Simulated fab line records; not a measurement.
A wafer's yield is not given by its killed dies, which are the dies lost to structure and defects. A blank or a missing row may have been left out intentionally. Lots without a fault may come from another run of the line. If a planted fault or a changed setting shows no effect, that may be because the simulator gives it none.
The tool behind it: which one? + flow ritCmos + 36 wafers from 12 lots sampled at 2 of the route's 202 steps

== WHAT THE GAUGES READ, wafer by wafer ==
RIT_NSD_OVL_MEAS_06.
| lot  | measured    | on         | NSD_OVL (nm)      |
|------|-------------|------------|-------------------|
| L616 | day 2 23:02 | overlay-01 | 1.5 1.0 0.0       |
| L617 | day 3 05:27 | overlay-02 | -2.2 -1.5 -2.0    |
| L618 | day 3 09:23 | overlay-02 | -4.2 -2.6 -3.0    |
| L619 | day 3 13:38 | overlay-02 | -1.2 0.0 -0.4     |
| L620 | day 3 20:19 | overlay-01 | -0.4 0.3 -0.4     |
| L621 | day 4 04:45 | overlay-02 | -1.0 0.7 -0.6     |
| L622 | day 4 08:25 | overlay-01 | 1.6 1.0 1.4       |
| L625 | day 4 21:27 | overlay-02 | 358.8 359.5 360.1 |
| L627 | day 5 11:49 | overlay-01 | 356.4 355.9 356.2 |
| L632 | day 6 14:52 | overlay-01 | 358.9 358.9 359.6 |
| L636 | day 7 08:28 | overlay-02 | 2.4 1.1 -0.1      |
| L639 | day 7 23:04 | overlay-01 | -1.0 -0.1 0.5     |

== WHAT TOOL EACH LOT RAN ON (gives the tool, then ch and the chambers of the sampled wafers, and finally the start) ==
| lot  | RIT_NSD_EXPOSE_03                 |
|------|-----------------------------------|
| L616 | ilineStepper-01 ch 0, day 2 22:40 |
| L617 | ilineStepper-02 ch 0, day 3 05:04 |
| L618 | ilineStepper-02 ch 0, day 3 08:55 |
| L619 | ilineStepper-01 ch 0, day 3 13:14 |
| L620 | ilineStepper-01 ch 0, day 3 19:55 |
| L621 | ilineStepper-01 ch 0, day 4 04:21 |
| L622 | ilineStepper-01 ch 0, day 4 08:02 |
| L625 | ilineStepper-02 ch 0, day 4 20:47 |
| L627 | ilineStepper-02 ch 0, day 5 11:25 |
| L632 | ilineStepper-02 ch 0, day 6 14:28 |
| L636 | ilineStepper-01 ch 0, day 7 08:04 |
| L639 | ilineStepper-01 ch 0, day 7 22:37 |
- RIT_NSD_EXPOSE_03: exposes mask M9, target cd 40700 nm.

== AS READ BY THE TOOLS THEMSELVES (means over the sampled wafers that have a number; for cases with no such wafer, the mark the record gives instead) ==
The record holds no such reading with a usual standard deviation.

== THE ANSWER, worked out from the rows above alone ==
Rule: usual is defined by the lots themselves. Put in order of their means at a reading, lots are off if they are a third of the lots or fewer, leave a main group of 4 or more, and stand apart from it by a gap of 3 or more times the standard deviation of the main group's means; of several such gaps the widest counts. A main group is skipped when, at the precision printed for the reading in the tables above, its means are all equal. Also off: a lot with no number at a reading for which 4 or more lots have one. Where the step has rows for the other lots, those lots are counted as sound. First the gauges in route order, then the tools' own readings, where a lot's mean is used as printed above. The first step at which some lot is off is used, and at that step the reading that is off furthest; a lot without a number counts as furthest.
Off: L625, L627, L632, at RIT_NSD_OVL_MEAS_06 (NSD_OVL). The main group: mean -0.3 nm, standard deviation 1.4.
A tool fits if, at a process step before that reading, it ran every lot that is off, and no sound lot after the first of them. Gauges at RIT_NSD_OVL_MEAS_06: tried the same way as those tools. One candidate fits, namely ilineStepper-02 at RIT_NSD_EXPOSE_03. A fault onset in the window from L618 (day 3 08:55, its last sound lot) to L625 (day 4 20:47, its first lot off) fits.

== WHAT THE SIMULATOR PUT IN ==
Scanner matching overlay: ilineStepper-02, from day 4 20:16 on, at RIT_NSD_EXPOSE_03. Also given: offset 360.
Struck lots among those shown: L625, L627, L632. The rule above found the same.
